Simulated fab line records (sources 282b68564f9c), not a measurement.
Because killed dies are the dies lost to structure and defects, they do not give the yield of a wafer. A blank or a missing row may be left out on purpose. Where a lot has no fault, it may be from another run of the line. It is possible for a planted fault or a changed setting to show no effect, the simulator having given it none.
fab line records ; flow rit-cmos
record lots=6; wafers=18; last-day=7
route steps=202 shown CONTACT@172 M1@184
lots that met no fault: from a run of the same line without faults
start-h: hours from the record's opening day to when the first of the lot's shown wafers began ; wait-h: hours since the lot's step before ; " repeats the value in the row above ; L1.1+2: several wafers, shown together as one row ; - no value, or no start given ; * or withheld: withheld ; < > ~ a bound
route shown NAME@n: NAME is a module with steps in the file, n the number in the route of the first one ; usual: the fault-free wafers' mean and standard deviation ; same: alike in all rows ; chamber/n: place in a boat ; sites: the reading at each site ; _std_site: their standard deviation ; _edge_site: the outer-site mean with the inner-site mean subtracted ; radius-mm: how far each site lies from the wafer's centre ; mask NAME#n: copy n ; behind: tool/chamber where the wafer was last shaped ; hold: why the lot was held/for how many hours/how that ended ; device: the n, p or np transistor that did not switch ; end of line: the route-end tests of the same wafers ; where a step has no rows: the recipe by itself ; killed: count of dies lost to structure and defects at first sort (not the wafer's yield) ; map: per-die view of a wafer (x killed, . not killed, _ where there is no die)
set.NAME: the setting that was run; set.NAME@STEP: the one run at that earlier step ; model.NAME: the simulator's own value behind a step, which no gauge read
lots at some steps of the route; a table a step, a row a wafer
services: when a tool's chamber went out of use (start-h, in hours from the record's first day, below 0 if earlier), for how many hours, and the reason
## steps
# step RIT_CONTACT_SOFTBAKE_04
# recipe resist=NOVOLAK; temp-c=90; time-s=60
# step RIT_CONTACT_EXPOSE_05
# recipe mask-id=M11; na=0.6; source-shape=conventional; sigma-outer=0.5; target-cd-nm=1000; dose-mj=250
# step RIT_CONTACT_PEB_06
# recipe resist=NOVOLAK; temp-c=withheld; time-s=withheld
# step RIT_CONTACT_DEVELOP_07
# recipe resist=NOVOLAK; develop-time-s=120; dev-temp-c=23
# step RIT_CONTACT_CD_MEAS_08
# recipe target-cd-nm=1000
# usual cd-nm=999.4/2.1
lot.wafer;tool;chamber;start-h;wait-h;cd-nm
L320.1;cd-sem-01;-;64.13;-;1000.6
L320.2;cd-sem-01;-;64.13;-;997.7
L320.4;cd-sem-01;-;64.13;-;999.9
L330.1;cd-sem-02;-;109.57;-;999.6
L330.2;cd-sem-02;-;109.57;-;999.2
L330.6;cd-sem-02;-;109.57;-;998.4
L331.2;cd-sem-01;-;115.96;-;1000.4
L331.4;cd-sem-01;-;115.96;-;998.1
L331.5;cd-sem-01;-;115.96;-;999.3
L334.1;cd-sem-02;-;130.47;-;998.8
L334.2;cd-sem-02;-;130.47;-;996.7
L334.4;cd-sem-02;-;130.47;-;999.3
L337.2;cd-sem-01;-;147.16;-;998.0
L337.3;cd-sem-01;-;147.16;-;999.5
L337.5;cd-sem-01;-;147.16;-;999.0
L341.1;cd-sem-02;-;164.62;-;1000.7
L341.3;cd-sem-02;-;164.62;-;1003.4
L341.4;cd-sem-02;-;164.62;-;1001.2
# step RIT_CONTACT_OVL_MEAS_09
# usual CONTACT_OVL=-0.3/1.6
lot.wafer;tool;chamber;start-h;wait-h;CONTACT_OVL[nm]
L320.1;overlay-02;-;64.25;0.1;-0.9
L320.2;overlay-02;-;64.25;0.1;-0.9
L320.4;overlay-02;-;64.25;0.1;-0.9
L330.1;overlay-02;-;109.69;0.1;0.8
L330.2;overlay-02;-;109.69;0.1;-1.6
L330.6;overlay-02;-;109.69;0.1;-0.1
L331.2;overlay-01;-;116.07;0.1;-0.4
L331.4;overlay-01;-;116.07;0.1;0.2
L331.5;overlay-01;-;116.07;0.1;-1.2
L334.1;overlay-01;-;130.59;0.1;1.1
L334.2;overlay-01;-;130.59;0.1;2.7
L334.4;overlay-01;-;130.59;0.1;2.1
L337.2;overlay-01;-;147.27;0.1;-0.8
L337.3;overlay-01;-;147.27;0.1;-0.3
L337.5;overlay-01;-;147.27;0.1;-1.1
L341.1;overlay-01;-;164.74;0.1;0.1
L341.3;overlay-01;-;164.74;0.1;0.4
L341.4;overlay-01;-;164.74;0.1;0.3
# step RIT_CONTACT_HARDBAKE_10
# recipe resist=NOVOLAK; temp-c=140; time-s=60
# step RIT_CONTACT_ETCH_11
# recipe target-depth-a=4800; over-etch-frac=0.2; stop-on=TiSi2; chemistry=CHF3/CF4/Ar; target=SiO2; CHF3_flow_sccm=50; cf4-flow-sccm=10; Ar_flow_sccm=100; O2_flow_sccm=5; pressure-mtorr=100; rf-w=200; time-s=320
# usual chamber-pressure-mTorr=100.00/0.09; drypump-motor-current-A=5.5/0.52; oes-product-au=0.981/0.017; throttle-valve-pct=8.87/0.1
lot.wafer;tool;chamber;start-h;wait-h;chamber-pressure-mTorr;drypump-motor-current-A;oes-product-au;rf-hours-counter-h;throttle-valve-pct
L320.1;rie-diel-04;3;64.44;0.1;100.06;4.8;0.983;2;8.83
L320.2;rie-diel-04;1;64.44;0.1;100.13;6.1;0.989;24;8.92
L320.4;rie-diel-04;2;64.44;0.1;100.00;5.2;0.962;18;8.78
L330.1;rie-diel-02;1;109.87;0.1;100.00;6.0;0.964;15;8.88
L330.2;rie-diel-02;0;109.87;0.1;100.02;5.8;0.953;130;9.17
L330.6;rie-diel-02;0;109.87;0.1;100.11;5.9;0.966;-;9.16
L331.2;rie-diel-02;1;116.25;0.1;100.09;6.0;0.974;15;8.88
L331.4;rie-diel-02;3;116.25;0.1;99.95;6.1;1.002;40;8.85
L331.5;rie-diel-02;3;116.25;0.1;99.98;6.1;1.003;-;8.87
L334.1;rie-diel-02;3;130.98;0.1;99.94;6.1;1.009;41;8.89
L334.2;rie-diel-02;2;130.98;0.1;99.99;6.3;0.986;82;8.65
L334.4;rie-diel-02;1;130.98;0.1;100.04;6.0;0.973;15;8.89
L337.2;rie-diel-01;3;147.45;0.1;99.96;5.1;0.970;6;8.83
L337.3;rie-diel-01;1;147.45;0.1;100.05;5.6;0.983;116;8.88
L337.5;rie-diel-01;3;147.45;0.1;99.83;5.1;0.974;-;8.82
L341.1;rie-diel-04;0;164.92;0.1;99.80;6.2;0.984;5;8.92
L341.3;rie-diel-04;1;164.92;0.1;100.05;6.1;0.989;26;8.91
L341.4;rie-diel-04;3;164.92;0.1;99.97;4.8;0.987;4;8.83
# step RIT_CONTACT_STRIP_12
# recipe chemistry=O2; time-s=180; resist=NOVOLAK; platen-temp-c=withheld; power-w=500; pressure-mtorr=4000; o2-flow-sccm=4000
# usual chamber-pressure-mTorr=4000/3.2; drypump-motor-current-A=5.8/0.45
lot.wafer;tool;chamber;start-h;wait-h;chamber-pressure-mTorr;drypump-motor-current-A;rf-hours-counter-h
L320.1;plasma-asher-03;0;64.63;0.1;3994;6.4;42
L320.2;plasma-asher-03;1;64.63;0.1;4004;6.3;42
L320.4;plasma-asher-03;1;64.63;0.1;4004;6.3;-
L330.1;plasma-asher-01;1;110.07;0.1;4002;5.6;30
L330.2;plasma-asher-01;0;110.07;0.1;3997;5.4;30
L330.6;plasma-asher-01;0;110.07;0.1;3996;5.4;-
L331.2;plasma-asher-02;1;116.44;0.1;3999;5.3;45
L331.4;plasma-asher-02;0;116.44;0.1;4004;6.1;-
L331.5;plasma-asher-02;1;116.44;0.1;4000;5.2;-
L334.1;plasma-asher-01;0;131.17;0.1;4001;5.4;33
L334.2;plasma-asher-01;1;131.17;0.1;4000;5.6;33
L334.4;plasma-asher-01;0;131.17;0.1;4001;5.4;-
L337.2;plasma-asher-02;0;147.64;0.1;3996;6.1;49
L337.3;plasma-asher-02;1;147.64;0.1;4000;5.3;-
L337.5;plasma-asher-02;1;147.64;0.1;3997;5.3;-
L341.1;plasma-asher-02;0;165.12;0.1;4001;6.1;51
L341.3;plasma-asher-02;1;165.12;0.1;4002;5.3;-
L341.4;plasma-asher-02;0;165.12;0.1;3997;6.1;-
# step RIT_CONTACT_CD_MEAS_90
# recipe target-cd-nm=1000
# usual cd-nm=999.5/2.2
lot.wafer;tool;chamber;start-h;wait-h;cd-nm
L320.1;cd-sem-01;-;64.81;0.1;1000.0
L320.2;cd-sem-01;-;64.81;0.1;997.7
L320.4;cd-sem-01;-;64.81;0.1;999.7
L330.1;cd-sem-01;-;110.24;0.1;999.7
L330.2;cd-sem-01;-;110.24;0.1;999.1
L330.6;cd-sem-01;-;110.24;0.1;998.7
L331.2;cd-sem-01;-;116.64;0.1;1001.0
L331.4;cd-sem-01;-;116.64;0.1;998.3
L331.5;cd-sem-01;-;116.64;0.1;999.4
L334.1;cd-sem-01;-;131.35;0.1;999.2
L334.2;cd-sem-01;-;131.35;0.1;997.8
L334.4;cd-sem-01;-;131.35;0.1;999.5
L337.2;cd-sem-01;-;147.84;0.1;998.3
L337.3;cd-sem-01;-;147.84;0.1;999.7
L337.5;cd-sem-01;-;147.84;0.1;999.4
L341.1;cd-sem-02;-;165.29;0.1;1000.8
L341.3;cd-sem-02;-;165.29;0.1;1003.9
L341.4;cd-sem-02;-;165.29;0.1;1001.0
# step RIT_CONTACT_CLEAN_13
# recipe chemistry=SC1; mix=3:3:50; time-s=600; temp-c=75
# step RIT_CONTACT_CLEAN_14
# recipe chemistry=SC2; mix=3:3:50; time-s=600; temp-c=75; dry=n2-spin
# step RIT_M1_SPUTTER_00
# recipe material=Al; target-thk-nm=400; power-w=2000; chamber-pressure-pa=0.4; gas=Ar; time-s=500; substrate-temp-c=25
# usual chamber-pressure-pa=0.4000/0.00076; throttle-valve-pct=30.2/0.99
lot.wafer;tool;chamber;start-h;wait-h;chamber-pressure-pa;throttle-valve-pct;model.Al_of_M1_SPUTTER_00.thk-nm
L320.1;pvd-sputter-02;-;65.28;0.0;0.4010;31.3;393.8
L320.2;pvd-sputter-02;-;65.28;0.0;0.4004;29.4;396.2
L320.4;pvd-sputter-02;-;65.28;0.0;0.3993;31.3;399
L330.1;pvd-sputter-02;-;110.71;0.0;0.3991;29.2;402
L330.2;pvd-sputter-02;-;110.71;0.0;0.4013;31.3;415.8
L330.6;pvd-sputter-02;-;110.71;0.0;0.3991;29.5;402.8
L331.2;pvd-sputter-01;-;117.09;0.0;0.3999;28.4;395.1
L331.4;pvd-sputter-01;-;117.09;0.0;0.4000;30.8;391.6
L331.5;pvd-sputter-01;-;117.09;0.0;0.4000;28.5;396
L334.1;pvd-sputter-02;-;131.99;0.0;0.3986;31.4;414.7
L334.2;pvd-sputter-02;-;131.99;0.0;0.3999;29.2;405.2
L334.4;pvd-sputter-02;-;131.99;0.0;0.4002;31.3;403.7
L337.2;pvd-sputter-04;-;148.32;0.0;0.3995;30.5;390.3
L337.3;pvd-sputter-04;-;148.32;0.0;0.4004;28.7;395.3
L337.5;pvd-sputter-04;-;148.32;0.0;0.3998;30.3;396.1
L341.1;pvd-sputter-04;-;165.78;0.0;0.3997;28.4;402.1
L341.3;pvd-sputter-04;-;165.78;0.0;0.4000;30.1;403.9
L341.4;pvd-sputter-04;-;165.78;0.0;0.3996;30.4;400.1
# step RIT_M1_RS_MEAS_01
# recipe thk-meas-gauge=four-point-probe; reads=Al_of_M1_SPUTTER_00
# usual M1_AL_RS=0.0732/0.00068
lot.wafer;tool;chamber;start-h;wait-h;M1_AL_RS[ohm/sq]
L320.1;film-metro-01;-;65.57;0.1;0.0745
L320.2;film-metro-01;-;65.57;0.1;0.0740
L320.4;film-metro-01;-;65.57;0.1;0.0734
L330.1;film-metro-04;-;111.01;0.1;0.0728
L330.2;film-metro-04;-;111.01;0.1;0.0704
L330.6;film-metro-04;-;111.01;0.1;0.0728
L331.2;film-metro-04;-;117.40;0.2;0.0744
L331.4;film-metro-04;-;117.40;0.2;0.0748
L331.5;film-metro-04;-;117.40;0.2;0.0739
L334.1;film-metro-04;-;132.29;0.1;0.0704
L334.2;film-metro-04;-;132.29;0.1;0.0722
L334.4;film-metro-04;-;132.29;0.1;0.0727
L337.2;film-metro-04;-;148.63;0.2;0.0752
L337.3;film-metro-04;-;148.63;0.2;0.0741
L337.5;film-metro-04;-;148.63;0.2;0.0740
L341.1;film-metro-01;-;166.07;0.1;0.0729
L341.3;film-metro-01;-;166.07;0.1;0.0727
L341.4;film-metro-01;-;166.07;0.1;0.0735
# step RIT_M1_THK_MEAS_02
# recipe thk-meas-gauge=xrf; reads=Al_of_M1_SPUTTER_00
# usual M1_AL_THK=402/3.9
lot.wafer;tool;chamber;start-h;wait-h;M1_AL_THK[nm]
L320.1;film-metro-01;-;65.69;0.1;398
L320.2;film-metro-01;-;65.69;0.1;398
L320.4;film-metro-01;-;65.69;0.1;400
L330.1;film-metro-04;-;111.13;0.1;404
L330.2;film-metro-04;-;111.13;0.1;418
L330.6;film-metro-04;-;111.13;0.1;404
L331.2;film-metro-04;-;117.51;0.1;395
L331.4;film-metro-04;-;117.51;0.1;395
L331.5;film-metro-04;-;117.51;0.1;398
L334.1;film-metro-04;-;132.41;0.1;416
L334.2;film-metro-04;-;132.41;0.1;405
L334.4;film-metro-04;-;132.41;0.1;406
L337.2;film-metro-04;-;148.74;0.1;395
L337.3;film-metro-04;-;148.74;0.1;399
L337.5;film-metro-04;-;148.74;0.1;399
L341.1;film-metro-01;-;166.19;0.1;405
L341.3;film-metro-01;-;166.19;0.1;408
L341.4;film-metro-01;-;166.19;0.1;400
# step RIT_M1_HMDS_03
# recipe prime-time-s=60; prime-temp-c=140
# step RIT_M1_COAT_04
# recipe resist=NOVOLAK; spin-rpm=2000; resist-thk-nm=1300
# step RIT_M1_SOFTBAKE_05
# recipe resist=NOVOLAK; temp-c=90; time-s=60
# step RIT_M1_EXPOSE_06
# recipe mask-id=M12; na=0.6; source-shape=conventional; sigma-outer=0.5; target-cd-nm=2600; dose-mj=250
# step RIT_M1_PEB_07
# recipe resist=NOVOLAK; temp-c=withheld; time-s=withheld
# step RIT_M1_DEVELOP_08
# recipe resist=NOVOLAK; develop-time-s=68; dev-temp-c=23
# step RIT_M1_CD_MEAS_09
# recipe target-cd-nm=2600
# usual cd-nm=2600.1/2.9
lot.wafer;tool;chamber;start-h;wait-h;cd-nm
L320.1;cd-sem-01;-;66.84;-;2604.7
L320.2;cd-sem-01;-;66.84;-;2602.4
L320.4;cd-sem-01;-;66.84;-;2602.5
L330.1;cd-sem-02;-;112.07;-;2619.5
L330.2;cd-sem-02;-;112.07;-;2621.3
L330.6;cd-sem-02;-;112.07;-;2622.4
L331.2;cd-sem-02;-;118.46;-;2602.8
L331.4;cd-sem-02;-;118.46;-;2602.4
L331.5;cd-sem-02;-;118.46;-;2601.2
L334.1;cd-sem-02;-;133.35;-;2598.8
L334.2;cd-sem-02;-;133.35;-;2599.4
L334.4;cd-sem-02;-;133.35;-;2598.6
L337.2;cd-sem-02;-;149.69;-;2603.4
L337.3;cd-sem-02;-;149.69;-;2604.3
L337.5;cd-sem-02;-;149.69;-;2602.5
L341.1;cd-sem-01;-;167.28;-;2600.6
L341.3;cd-sem-01;-;167.28;-;2599.9
L341.4;cd-sem-01;-;167.28;-;2598.9
# step RIT_M1_OVL_MEAS_10
# usual M1_OVL=-0.7/1.8
lot.wafer;tool;chamber;start-h;wait-h;M1_OVL[nm]
L320.1;overlay-02;-;66.96;0.1;-3.8
L320.2;overlay-02;-;66.96;0.1;-2.7
L320.4;overlay-02;-;66.96;0.1;-3.5
L330.1;overlay-02;-;112.19;0.1;-1.5
L330.2;overlay-02;-;112.19;0.1;-1.8
L330.6;overlay-02;-;112.19;0.1;0.8
L331.2;overlay-01;-;118.57;0.1;-2.3
L331.4;overlay-01;-;118.57;0.1;-0.5
L331.5;overlay-01;-;118.57;0.1;-1.7
L334.1;overlay-01;-;133.47;0.1;0.4
L334.2;overlay-01;-;133.47;0.1;2.2
L334.4;overlay-01;-;133.47;0.1;1.0
L337.2;overlay-01;-;149.80;0.1;-1.2
L337.3;overlay-01;-;149.80;0.1;0.9
L337.5;overlay-01;-;149.80;0.1;0.6
L341.1;overlay-02;-;167.40;0.1;1.9
L341.3;overlay-02;-;167.40;0.1;2.1
L341.4;overlay-02;-;167.40;0.1;0.2
# step RIT_M1_HARDBAKE_11
# recipe resist=NOVOLAK; temp-c=140; time-s=120
# step RIT_M1_METAL_ETCH_12
# recipe stop-on=SiO2; chemistry=Cl2/BCl3; target=Al; time-s=165; over-etch-frac=0.5; pressure-mtorr=100; target-depth-a=6000; rf-w=250; Cl2_flow_sccm=60; bcl3-flow-sccm=50
# usual chamber-pressure-mTorr=100.00/0.091; drypump-motor-current-A=6.1/0.44; oes-product-au=0.779/0.011; throttle-valve-pct=8.23/0.12
lot.wafer;tool;chamber;start-h;wait-h;chamber-pressure-mTorr;drypump-motor-current-A;oes-product-au;rf-hours-counter-h;throttle-valve-pct;model.M1.feature-depth-nm;model.etch.depth-nm
L320.1;rie-metal-02;1;67.26;0.2;100.02;5.9;0.775;4;8.27;425.9;393.8
L320.2;rie-metal-02;0;67.26;0.2;99.97;5.9;0.773;4;8.17;428.9;396.2
L320.4;rie-metal-02;0;67.26;0.2;100.12;5.9;0.774;-;8.17;431.8;399
L330.1;rie-metal-01;0;112.47;0.2;100.00;5.5;0.784;35;8.48;435.2;402
L330.2;rie-metal-01;1;112.47;0.2;100.01;6.6;0.807;40;8.12;448.9;415.8
L330.6;rie-metal-01;1;112.47;0.2;99.97;6.6;0.795;-;8.14;435.9;402.8
L331.2;rie-metal-04;1;118.85;0.2;100.09;5.7;0.778;3;8.29;428.3;395.1
L331.4;rie-metal-04;0;118.85;0.2;100.05;6.8;0.745;-;8.09;424.3;391.6
L331.5;rie-metal-04;1;118.85;0.2;99.94;5.7;0.777;-;8.30;429;396
L334.1;rie-metal-04;0;133.75;0.2;99.89;6.8;0.771;3;8.09;447.2;414.7
L334.2;rie-metal-04;1;133.75;0.2;100.08;5.7;0.793;3;8.30;437.7;405.2
L334.4;rie-metal-04;0;133.75;0.2;99.99;6.8;0.760;-;8.09;436.3;403.7
L337.2;rie-metal-02;1;150.08;0.2;100.05;5.9;0.774;5;8.26;422.5;390.3
L337.3;rie-metal-02;0;150.08;0.2;100.07;5.9;0.770;-;8.17;427.9;395.3
L337.5;rie-metal-02;1;150.08;0.2;100.03;5.9;0.776;-;8.27;428.4;396.1
L341.1;rie-metal-01;0;167.69;0.2;99.98;5.5;0.787;0;8.48;435.2;402.1
L341.3;rie-metal-01;0;167.69;0.2;99.96;5.5;0.782;-;8.46;437;403.9
L341.4;rie-metal-01;1;167.69;0.2;99.82;6.6;0.791;-;8.13;433.1;400.1
# step RIT_M1_STRIP_13
# recipe chemistry=nmp; resist=NOVOLAK; temp-c=80; time-s=600; dry=n2-spin
# step RIT_M1_PROBE_99
# usual defect-limited-yield=97.5/1.1; killed-at-contacts=0.1/0.27; killed-at-front-end=6.5/2.8; killed-dies=6.6/2.8; killed-open=3.5/2; killed-short=3.2/1.8; sort_bin_3_pad_short=0.1/0.26; sort_bin_5_function=1.5/0.72; sort_bin_6_memory=0.9/0.67; sort-n-pass=257.4/2.8; sort-yield-pct=97.5/1.1
# same gross-dies=264; killed_at_M0_to_M3=0; killed_at_M4_up=0; killed-at-back-side=0; killed-at-other=0
lot.wafer;tool;chamber;start-h;wait-h;defect-limited-yield[%];killed-at-contacts;killed-at-front-end;killed-dies;killed-open;killed-short;sort_bin_3_pad_short[%];sort_bin_5_function[%];sort_bin_6_memory[%];sort-n-pass;sort-yield-pct[%];model.etest.m1.rs-ohm-sq
L320.1;prober-01;-;69.51;0.1;97.0;1;7;8;3;5;0;2.3;0.8;256.0;97.0;0.07366
L320.2;prober-01;-;69.56;0.1;96.2;0;10;10;6;4;0;1.5;2.3;254.0;96.2;0.07292
L320.4;prober-01;-;69.66;0.2;97.3;0;7;7;5;2;0.4;1.1;1.1;257.0;97.3;0.07239
L330.1;prober-02;-;114.96;0.1;98.5;0;4;4;4;0;0;1.1;0.4;260.0;98.5;0.07163
L330.2;prober-02;-;115.01;0.1;98.1;0;5;5;2;3;0.4;1.1;0.4;259.0;98.1;0.06971
L330.6;prober-02;-;115.21;0.2;97.7;0;6;6;3;3;0;0.8;1.5;258.0;97.7;0.07205
L331.2;prober-01;-;121.15;0.1;98.9;0;3;3;1;2;0;0.8;0.4;261.0;98.9;0.07348
L331.4;prober-01;-;121.25;0.2;96.2;0;10;10;7;3;0;1.9;1.9;254.0;96.2;0.07441
L331.5;prober-01;-;121.30;0.2;96.2;0;10;10;8;2;0;1.9;1.9;254.0;96.2;0.07312
L334.1;prober-02;-;136.01;0.1;97.7;0;6;6;4;2;0;1.1;1.1;258.0;97.7;0.07021
L334.2;prober-02;-;136.06;0.1;98.9;0;3;3;2;1;0;0.8;0.4;261.0;98.9;0.07174
L334.4;prober-02;-;136.16;0.2;97.3;0;7;7;4;3;0.4;1.5;0.8;257.0;97.3;0.07151
L337.2;prober-02;-;152.38;0.1;98.1;0;5;5;2;3;0;0.8;1.1;259.0;98.1;0.07397
L337.3;prober-02;-;152.43;0.2;98.5;0;4;4;3;1;0;0.8;0.8;260.0;98.5;0.07342
L337.5;prober-02;-;152.53;0.2;95.8;0;11;11;5;6;0;3.0;1.1;253.0;95.8;0.07312
L341.1;prober-02;-;169.94;0.1;95.1;0;13;13;7;6;0;3.0;1.9;251.0;95.1;0.07215
L341.3;prober-02;-;170.04;0.2;97.0;0;8;8;5;3;0;1.9;1.1;256.0;97.0;0.07118
L341.4;prober-02;-;170.09;0.2;95.8;0;11;11;7;4;0;3.0;1.1;253.0;95.8;0.07262
# killed by level:class
L320.1 GATE:geometric-particle:short=3 GATE:geometric-particle:open=2 FOX1:geometric-particle:open=1 REOX:geometric-particle:short=1 CONTACT:geometric-particle:short=1
L320.2 GATE:geometric-particle:open=4 GATE:geometric-particle:short=2 REOX:geometric-particle:open=2 REOX:geometric-particle:short=1 SPACER:geometric-particle:short=1
L320.4 FOX1:geometric-particle:open=3 GATE:geometric-particle:open=2 SPACER:geometric-particle:short=1 SILICIDE:geometric-particle:short=1
L330.1 FOX1:geometric-particle:open=2 SILICIDE:geometric-particle:open=2
L330.2 GATE:geometric-particle:open=1 GATE:geometric-particle:short=1 REOX:geometric-particle:open=1 REOX:geometric-particle:short=1 SPACER:geometric-particle:short=1
L330.6 FOX1:geometric-particle:open=2 GATE:geometric-particle:short=1 REOX:geometric-particle:short=1 SPACER:geometric-particle:short=1 SPACER:geometric-particle:open=1
L331.2 FOX1:geometric-particle:open=1 GATE:geometric-particle:short=1 REOX:geometric-particle:short=1
L331.4 GATE:geometric-particle:short=3 GATE:geometric-particle:open=3 FOX2:geometric-particle:open=1 REOX:geometric-particle:open=1 SPACER:geometric-particle:open=1 SILICIDE:geometric-particle:open=1
L331.5 REOX:geometric-particle:open=3 GATE:geometric-particle:open=2 ACTIVE:geometric-particle:short=1 FOX1:geometric-particle:short=1 FOX1:geometric-particle:open=1 SPACER:geometric-particle:open=1 SILICIDE:geometric-particle:open=1
L334.1 REOX:geometric-particle:open=2 FOX2:geometric-particle:short=1 GATE:geometric-particle:short=1 GATE:geometric-particle:open=1 SILICIDE:geometric-particle:open=1
L334.2 GATE:geometric-particle:open=2 SILICIDE:geometric-particle:short=1
L334.4 GATE:geometric-particle:open=2 FOX2:geometric-particle:open=1 GATE:geometric-particle:short=1 REOX:geometric-particle:open=1 SPACER:geometric-particle:short=1 SILICIDE:geometric-particle:short=1
L337.2 GATE:geometric-particle:short=2 REOX:geometric-particle:open=2 REOX:geometric-particle:short=1
L337.3 GATE:geometric-particle:open=2 FOX1:geometric-particle:short=1 SPACER:geometric-particle:open=1
L337.5 REOX:geometric-particle:short=3 GATE:geometric-particle:open=2 SILICIDE:geometric-particle:short=2 ACTIVE:geometric-particle:open=1 FOX1:geometric-particle:open=1 FOX2:geometric-particle:open=1 GATE:geometric-particle:short=1
L341.1 FOX2:geometric-particle:open=3 FOX1:geometric-particle:short=2 GATE:geometric-particle:short=2 REOX:geometric-particle:short=2 SPACER:geometric-particle:open=2 GATE:geometric-particle:open=1 REOX:geometric-particle:open=1
L341.3 SPACER:geometric-particle:open=4 ACTIVE:geometric-particle:short=1 FOX1:geometric-particle:short=1 FOX1:geometric-particle:open=1 GATE:geometric-particle:short=1
L341.4 FOX1:geometric-particle:open=3 FOX1:geometric-particle:short=2 REOX:geometric-particle:short=2 SPACER:geometric-particle:open=2 FOX2:geometric-particle:open=1 GATE:geometric-particle:open=1
## services
tool;chamber;start-h;hours;kind
rie-diel-04;-;52.58;4.0;pm
rie-metal-02;1;54.44;2.8;repair
pvd-sputter-04;-;68.71;3.1;repair
rie-diel-04;1;70.78;9.5;repair
rie-metal-04;-;92.72;0.5;repair
pvd-sputter-01;-;93.47;4.7;repair
plasma-asher-02;-;105.30;1.3;repair
pvd-sputter-02;-;107.52;1.8;repair
rie-metal-02;0;127.95;6.3;repair
rie-diel-04;-;133.04;5.4;repair
rie-metal-01;-;136.12;20.0;pm
rie-metal-01;0;136.12;20.0;vent-cycle
rie-metal-01;1;136.12;20.0;vent-cycle
plasma-asher-03;-;144.51;2.1;repair
pvd-sputter-01;-;147.13;0.9;repair
rie-diel-02;-;149.50;0.5;repair
rie-metal-01;0;156.12;-;clean
rie-metal-01;1;156.12;-;clean
## key
first-sign step=RIT_M1_RS_MEAS_01; reading=M1_AL_RS; direction=down; sigmas=4.2; usual=0.0732; struck=0.0704
effect step=RIT_M1_THK_MEAS_02; reading=M1_AL_THK; direction=up; sigmas=3.8; usual=402; struck=417
model-effect step=RIT_M1_SPUTTER_00; value=Al_of_M1_SPUTTER_00.thk-nm; without=405.9; struck=415.3
model-effect step=RIT_M1_METAL_ETCH_12; value=M1.feature-depth-nm; without=438.6; struck=448.1
model-effect step=RIT_M1_PROBE_99; value=etest.m1.rs-ohm-sq; without=0.07158; struck=0.06996
met-at RIT_M1_SPUTTER_00
struck-wafers L330.2,L334.1
loop-trim step=RIT_M1_EXPOSE_06; setting=dose; lots=L330
onset-between 65.28 110.71
fault kind=process-parameter-drift; tool=pvd-sputter-02; chamber=-; onset-h=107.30; steps=RIT_M1_SPUTTER_00; channel=time-s; offset=*; shape=step; end-h=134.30; stated=*; scope=struck-wafers-only
# loop-trim: a control loop set the setting to another value than it would have without faults
